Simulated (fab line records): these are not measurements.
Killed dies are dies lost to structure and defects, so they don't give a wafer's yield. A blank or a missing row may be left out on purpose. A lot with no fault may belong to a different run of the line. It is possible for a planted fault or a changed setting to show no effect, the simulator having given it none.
Chamber matching | flow rit-cmos | 4 sister chambers for RIT_GATE_ETCH_19 on rie-si-01
The step etches poly-Si in SF6/CHF3/O2, stops on SiO2, time 165 s, target depth 312.5 nm. 8 wafers are shown with their chamber, then 7 later ones without.

## WAFERS WITH THEIR CHAMBER
wafer  | chamber | drypump-motor-current-A (A) | throttle-valve-pct (%)
L372.4 | 1       | 5.41                        | 10.19
L376.3 | 3       | 6.20                        | 10.11
L376.6 | 0       | 5.74                        | 10.12
L378.1 | 0       | 5.74                        | 10.14
L378.2 | 3       | 6.20                        | 10.09
L378.4 | 2       | 5.98                        | 10.30
L379.1 | 1       | 5.43                        | 10.18
L379.5 | 2       | 6.00                        | 10.31

## WAFERS WITH NO CHAMBER GIVEN
wafer  | drypump-motor-current-A (A) | throttle-valve-pct (%)
L379.6 | 6.19                        | 10.10
L381.1 | 5.44                        | 10.18
L381.3 | 5.71                        | 10.16
L381.5 | 5.73                        | 10.12
L393.3 | 5.75                        | 10.12
L393.4 | 5.72                        | 10.14
L393.5 | 6.00                        | 10.29

## EACH ONE'S CHAMBER
wafer  | from the rows above | in truth
L379.6 | 3                   | 3
L381.1 | 1                   | 1
L381.3 | 0                   | 0
L381.5 | 0                   | 0
L393.3 | 0                   | 0
L393.4 | 0                   | 0
L393.5 | 2                   | 2
7 of 7 placed correctly. From these rows, 0 cannot be placed. Wrongly placed: 0.
How it was worked out, from the rows above alone: a wafer's distance from a chamber is the root of the sum, over the readings, of the square of ((its reading less the chamber's mean) divided by the reading's scatter). The wafer belongs to the nearest chamber; if the next one is less than 2 further off, it can't be placed. For every chamber, the mean is computed from those of its wafers that are shown. The scatter: the root of (the sum of the squares of (reading less its chamber's mean) over the shown wafers, divided by (wafers less chambers)).
